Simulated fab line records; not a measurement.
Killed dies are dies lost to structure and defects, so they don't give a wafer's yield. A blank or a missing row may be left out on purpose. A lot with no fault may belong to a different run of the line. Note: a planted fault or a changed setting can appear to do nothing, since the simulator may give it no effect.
fab line records	flow rit-cmos	part 2 of 2: steps 34 to 47 of 47
record: lots: 5	wafers: 15	last-day: 7
route steps=202 shown ACTIVE@12 FOX1@20 FOX2@23 NWELL@28 PWELL@39 WELLDRIVE@50 NRETRO@53
lots untouched by any fault: they come from a run of this same line in which no faults occurred
start-h: hours from the record's opening day to when the first of the lot's shown wafers began	wait-h: time in hours since the lot's previous step	" unchanged from the row above	L1.1+2: several wafers, shown together as one row	- no value, or no start given	* or withheld: withheld	< > ~ a bound
route shown NAME@n: a module of which the file shows steps, and the number in the route of the first	usual: average and standard deviation across the fault-free wafers	same: alike in all rows	chamber/n: place in a boat	sites: the reading at each site	_std_site: their standard deviation	_edge_site: mean of outer sites minus mean of inner sites	radius-mm: how far each site lies from the wafer's centre	mask NAME#n: copy n	behind: the last tool/chamber to shape the wafer	hold: cause of the lot's hold/its duration in hours/its outcome	device: names the non-switching transistor (n, p or np)	end of line: the route-end tests of the same wafers	step lacking rows: just its recipe	killed: dies that structure and defects cost at the first sort, which is not the same as the wafer's yield	map: the dies of a wafer, with x for killed, . for not killed, _ for no die there
set.NAME: the run value of the setting; set.NAME@STEP: its run value at that earlier step	model.NAME: the simulator's own value behind a step, which no gauge read
lots at selected steps of the route; one table per step, one row per wafer
services: from which hour (start-h, from the record's first day; less than 0 if before it) a tool's chamber was out of use, for how many hours, and why
== steps ==
step: RIT_PWELL_OVL_MEAS_06
usual: PWELL_OVL: 0.0/1.4
lot.wafer	tool	chamber	start-h	wait-h	PWELL_OVL[nm]
L075.2	overlay-01	-	29.04	-	-1.8
L075.5	"	-	"	"	-1.9
L075.6	"	-	"	"	-1.5
L077.1	overlay-01	-	40.56	-	1.5
L077.2	"	-	"	"	0.6
L077.6	"	-	"	"	2.6
L084.3	overlay-01	-	74.46	-	-0.9
L084.4	"	-	"	"	0.2
L084.5	"	-	"	"	-0.9
L085.2	overlay-02	-	79.65	-	0.7
L085.4	"	-	"	"	1.2
L085.6	"	-	"	"	-0.1
L096.1	overlay-01	-	132.99	-	0.7
L096.3	"	-	"	"	0.5
L096.6	"	-	"	"	0.0
step: RIT_PWELL_HARDBAKE_07
recipe: resist: NOVOLAK	temp-c: 140	time-s: 120
lot.wafer	tool	chamber	start-h	wait-h
L075.2+5+6	litho-track-01	0	29.12	0.1
L077.1+2+6	litho-track-04	0	40.85	0.3
L084.3+4+5	litho-track-01	0	74.57	0.1
L085.2+4+6	litho-track-03	0	79.72	0.1
L096.1+3+6	litho-track-04	0	133.03	0.0
step: RIT_PWELL_IMPLANT_08
recipe: species: B	energy-kev: 170	dose-cm2: 7e+13	tilt-deg: 7
usual: dose-ions-cm2: 7e+13/7.7e+10
lot.wafer	tool	chamber	start-h	wait-h	dose-ions-cm2
L075.2	implanter-03	0	29.35	0.2	7e+13
L075.5	"	0	"	"	7.003e+13
L075.6	"	0	"	"	6.997e+13
L077.1	implanter-03	0	41.10	0.2	6.989e+13
L077.2	"	0	"	"	7.005e+13
L077.6	"	0	"	"	6.993e+13
L084.3	implanter-03	0	74.78	0.2	7.006e+13
L084.4	"	0	"	"	7.015e+13
L084.5	"	0	"	"	6.996e+13
L085.2	implanter-03	0	79.96	0.2	7.005e+13
L085.4	"	0	"	"	7.006e+13
L085.6	"	0	"	"	6.994e+13
L096.1	implanter-03	0	133.28	0.2	7.003e+13
L096.3	"	0	"	"	6.991e+13
L096.6	"	0	"	"	6.989e+13
step: RIT_PWELL_STRIP_09
recipe: chemistry: O2	time-s: 180	resist: NOVOLAK	platen-temp-c: withheld	power-w: 500	pressure-mtorr: 4000	o2-flow-sccm: 3934
usual: drypump-motor-current-A: 5.3/0.45
lot.wafer	tool	chamber	start-h	wait-h	drypump-motor-current-A	rf-hours-counter-h
L075.2	plasma-asher-01	1	29.47	0.1	4.8	40
L075.5	"	1	"	"	4.8	-
L075.6	"	0	"	"	5.4	-
L077.1	plasma-asher-01	1	41.25	0.1	4.8	41
L077.2	"	0	"	"	5.4	41
L077.6	"	0	"	"	5.4	-
L084.3	plasma-asher-01	1	74.94	0.1	4.8	-
L084.4	"	0	"	"	5.4	-
L084.5	"	0	"	"	5.4	-
L085.2	plasma-asher-01	0	80.08	0.1	5.4	46
L085.4	"	0	"	"	5.4	-
L085.6	"	0	"	"	5.4	-
L096.1	plasma-asher-03	0	133.43	0.1	4.9	52
L096.3	"	1	"	"	5.9	-
L096.6	"	0	"	"	4.9	-
step: RIT_PWELL_TW_MEAS_10
usual: PWELL_TW: 946/9.8
lot.wafer	tool	chamber	start-h	wait-h	PWELL_TW
L075.2	film-metro-02	-	29.66	0.1	946
L075.5	"	-	"	"	950
L075.6	"	-	"	"	946
L077.1	film-metro-04	-	41.42	0.1	957
L077.2	"	-	"	"	955
L077.6	"	-	"	"	956
L084.3	film-metro-04	-	75.08	0.1	960
L084.4	"	-	"	"	961
L084.5	"	-	"	"	955
L085.2	film-metro-04	-	80.27	0.1	953
L085.4	"	-	"	"	958
L085.6	"	-	"	"	960
L096.1	film-metro-02	-	133.60	0.1	947
L096.3	"	-	"	"	944
L096.6	"	-	"	"	947
step: RIT_WELLDRIVE_ANNEAL_00
recipe: temp-c: 1100	time-s: 14700	ambient: N2
usual: zone-power-centre-pct: 52/3
lot.wafer	tool	chamber	start-h	wait-h	zone-power-centre-pct
L075.2	furnace-03	0	30.26	0.6	48
L075.5	"	0	"	"	48
L075.6	"	0	"	"	49
L077.1	furnace-03	0	41.48	0.1	47
L077.2	"	0	"	"	48
L077.6	"	0	"	"	48
L084.3	furnace-03	0	76.15	1.1	48
L084.4	"	0	"	"	49
L084.5	"	0	"	"	48
L085.2	furnace-03	0	81.24	1.0	48
L085.4	"	0	"	"	49
L085.6	"	0	"	"	48
L096.1	furnace-04	0	134.25	0.6	52
L096.3	"	0	"	"	53
L096.6	"	0	"	"	52
step: RIT_WELLDRIVE_RS_MEAS_01
recipe: thk-meas-gauge: four-point-probe
usual: NWELL_RS: 275.4/0.82
lot.wafer	tool	chamber	start-h	wait-h	NWELL_RS[ohm/sq]
L075.2	film-metro-02	-	35.36	0.0	273.6
L075.5	"	-	"	"	273.6
L075.6	"	-	"	"	273.8
L077.1	film-metro-02	-	46.56	0.0	277.1
L077.2	"	-	"	"	276.6
L077.6	"	-	"	"	276.4
L084.3	film-metro-02	-	81.28	0.0	274.3
L084.4	"	-	"	"	275.2
L084.5	"	-	"	"	275.1
L085.2	film-metro-04	-	86.34	0.0	275.9
L085.4	"	-	"	"	277.0
L085.6	"	-	"	"	275.9
L096.1	film-metro-02	-	139.33	0.0	275.3
L096.3	"	-	"	"	275.6
L096.6	"	-	"	"	274.9
step: RIT_WELLDRIVE_RS_MEAS_02
recipe: thk-meas-gauge: four-point-probe
usual: PWELL_RS: 429.1/1.3
lot.wafer	tool	chamber	start-h	wait-h	PWELL_RS[ohm/sq]
L075.2	film-metro-02	-	35.48	0.1	430.5
L075.5	"	-	"	"	430.2
L075.6	"	-	"	"	430.5
L077.1	film-metro-02	-	46.68	0.1	428.5
L077.2	"	-	"	"	427.8
L077.6	"	-	"	"	427.2
L084.3	film-metro-02	-	81.40	0.1	428.2
L084.4	"	-	"	"	427.9
L084.5	"	-	"	"	427.2
L085.2	film-metro-04	-	86.46	0.1	429.5
L085.4	"	-	"	"	429.2
L085.6	"	-	"	"	428.0
L096.1	film-metro-02	-	139.45	0.1	432.3
L096.3	"	-	"	"	431.2
L096.6	"	-	"	"	431.1
step: RIT_NRETRO_HMDS_00
recipe: prime-time-s: 60	prime-temp-c: 140
lot.wafer	tool	chamber	start-h	wait-h
L075.2+5+6	litho-track-01	0	35.72	0.2
L077.1+2+6	litho-track-01	0	46.80	0.1
L084.3+4+5	litho-track-02	0	81.53	0.1
L085.2+4+6	litho-track-01	0	86.59	0.1
L096.1+3+6	litho-track-03	0	139.57	0.1
step: RIT_NRETRO_COAT_01
recipe: resist: NOVOLAK	spin-rpm: 2000	resist-thk-nm: 1300
lot.wafer	tool	chamber	start-h	wait-h
L075.2+5+6	litho-track-01	0	35.87	0.1
L077.1+2+6	litho-track-01	0	46.95	0.1
L084.3+4+5	litho-track-02	0	81.68	0.1
L085.2+4+6	litho-track-01	0	86.74	0.1
L096.1+3+6	litho-track-03	0	139.72	0.1
step: RIT_NRETRO_SOFTBAKE_02
recipe: resist: NOVOLAK	temp-c: 90	time-s: 60
lot.wafer	tool	chamber	start-h	wait-h
L075.2+5+6	litho-track-01	0	36.02	0.1
L077.1+2+6	litho-track-01	0	47.10	0.1
L084.3+4+5	litho-track-02	0	81.83	0.1
L085.2+4+6	litho-track-01	0	86.89	0.1
L096.1+3+6	litho-track-03	0	139.87	0.1
step: RIT_NRETRO_EXPOSE_03
recipe: mask-id: M4	na: 0.57	target-cd-nm: 43900	dose-mj: 250
lot.wafer	tool	chamber	start-h	wait-h	mask
L075.2+5+6	iline-stepper-01	0	36.29	0.2	M4#0
L077.1+2+6	iline-stepper-02	0	47.38	0.2	M4#0
L084.3+4+5	iline-stepper-02	0	81.97	0.1	M4#0
L085.2+4+6	iline-stepper-01	0	87.16	0.2	M4#0
L096.1+3+6	iline-stepper-01	0	140.02	0.1	M4#0
step: RIT_NRETRO_PEB_04
recipe: resist: NOVOLAK	temp-c: withheld	time-s: withheld
lot.wafer	tool	chamber	start-h	wait-h
L075.2+5+6	litho-track-03	0	36.41	0.1
L077.1+2+6	litho-track-01	0	47.50	0.1
L084.3+4+5	litho-track-01	0	82.09	0.1
L085.2+4+6	litho-track-01	0	87.28	0.1
L096.1+3+6	litho-track-01	0	140.14	0.1
step: RIT_NRETRO_DEVELOP_05
recipe: resist: NOVOLAK	develop-time-s: 68	dev-temp-c: 23
lot.wafer	tool	chamber	start-h	wait-h
L075.2+5+6	litho-track-03	0	-	-
L077.1+2+6	litho-track-01	0	-	-
L084.3+4+5	litho-track-01	0	-	-
L085.2+4+6	litho-track-01	0	-	-
L096.1+3+6	litho-track-01	0	-	-
== services ==
tool	chamber	start-h	hours	kind
plasma-asher-01	-	-1.62	14.6	pm
rie-diel-04	3	14.88	6.9	repair
rie-diel-04	-	19.45	2.5	repair
furnace-03	-	27.62	2.6	pm
plasma-asher-04	-	33.20	1.2	repair
plasma-asher-02	-	43.47	2.2	repair
rie-diel-04	-	46.44	2.8	pm
furnace-04	-	63.59	3.1	pm
wet-bench-03	-	67.34	3.2	repair
plasma-asher-03	-	68.20	8.0	repair
plasma-asher-04	-	69.16	10.0	pm
iline-stepper-01	-	75.87	4.3	pm
rie-diel-03	2	81.28	-	clean
rie-diel-03	2	81.28	27.5	scheduled-down
plasma-asher-01	-	90.33	1.3	repair
plasma-asher-04	-	95.39	2.0	repair
plasma-asher-02	-	108.75	9.0	pm
rie-diel-03	-	109.82	2.8	pm
rie-diel-02	-	128.31	1.4	repair
rie-diel-02	2	131.29	5.3	repair
plasma-asher-02	-	135.05	4.4	repair
implanter-03	-	136.38	6.0	pm
furnace-01	-	138.60	3.9	pm
iline-stepper-02	-	139.38	1.7	pm
